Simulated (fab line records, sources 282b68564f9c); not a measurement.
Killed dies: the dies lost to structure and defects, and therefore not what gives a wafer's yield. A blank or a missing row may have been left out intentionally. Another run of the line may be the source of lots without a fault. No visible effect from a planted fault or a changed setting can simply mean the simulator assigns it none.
Comparing a struck lot with a sound one	flow rit cmos	15 steps out of a route of 202
Sound: the wafers L944.1, L944.5, L944.6. Wafers L960.1, L960.2, L960.5 were the ones struck. At the end, the cause is stated.
For every step that has rows: the tool of each side, followed by ch and its chambers, followed by its first start. Under that, the readings that differ: sound wafers	struck wafers	difference of the means	sigmas: that difference in standard deviations of wafers without a fault.
alike: words and numbers the same on both sides, and readings whose means are apart by under 2 such deviations; not compared: readings that were withheld, readings missing a value for some wafer, numbers with overlapping values and no deviation given by the record, and bounds like >300 which may hide the same value.
Wherever a step has rows on one side only, a row that says differs or no value, or a row with sigmas, the two part there. When numbers do not overlap yet have no deviation, they are printed without sigmas and do not part them. Lack of a reading on every wafer of one side parts them only where that side has two or more wafers.

first, 4 steps without rows for these wafers: RIT_GATE_CLEAN_01 (cleans in SC1, time 600 s); RIT_GATE_CLEAN_02 (cleans in dHF, time 30 s); RIT_GATE_CLEAN_03 (cleans in SC2, time 600 s); RIT_GATE_CLEAN_04 (cleans in dHF, time 60 s).
RIT_FOX2_THK_MEAS_91:
  struck on film metro-02, day 6 18:04; sound on film metro-02, day 3 08:41
  alike: FIELD_OXIDE_LEFT_2_THK
then, 2 steps without rows for these wafers: RIT_GATE_OXIDATION_05 (target thk 3 nm, ox time 270 s); RIT_GATE_ANNEAL_06 (time 600 s).
RIT_GATE_THK_MEAS_07:
  struck on film metro-01, day 6 19:28; sound on film metro-01, day 3 10:23
  alike: GATE_OXIDE_THK
then, 1 step without rows for these wafers: RIT_GATE_CVD_08 (deposits poly-Si from SiH4, target thk 250 nm, time 2220 s).
RIT_GATE_THK_MEAS_09:
  struck on film metro-02, day 6 21:08; sound on film metro-01, day 3 12:03
  alike: GATE_POLY_THK
then, 2 steps without rows for these wafers: RIT_GATE_HMDS_10 (prime time 60 s); RIT_GATE_COAT_11 (resist thk 850 nm).
RIT_GATE_SOFTBAKE_12: time 60 s.
  sound on litho track-02 ch 0, day 3 12:25; struck on litho track-04 ch 0, day 6 21:35
reading	sound	struck	difference	sigmas
heater power total W (W)	34.54 34.52 34.49	36.80 36.90 36.93	+2.36	+48
run length s (s)	89.56 89.35 89.45	77.10 77.16 76.99	-12.37	-73
then, 1 step without rows for these wafers: RIT_GATE_EXPOSE_13 (exposes mask M6, target cd 150 nm).
RIT_M1_PROBE_99:
  record: rows for the struck wafers here (prober-02, day 7 19:23), none for the sound ones

WHERE THEY PART
First at RIT_GATE_SOFTBAKE_12; last, within this record, at RIT_M1_PROBE_99.

WHY: whatever the simulator had introduced
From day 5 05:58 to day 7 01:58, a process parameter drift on litho track-04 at RIT_GATE_SOFTBAKE_12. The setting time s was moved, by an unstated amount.
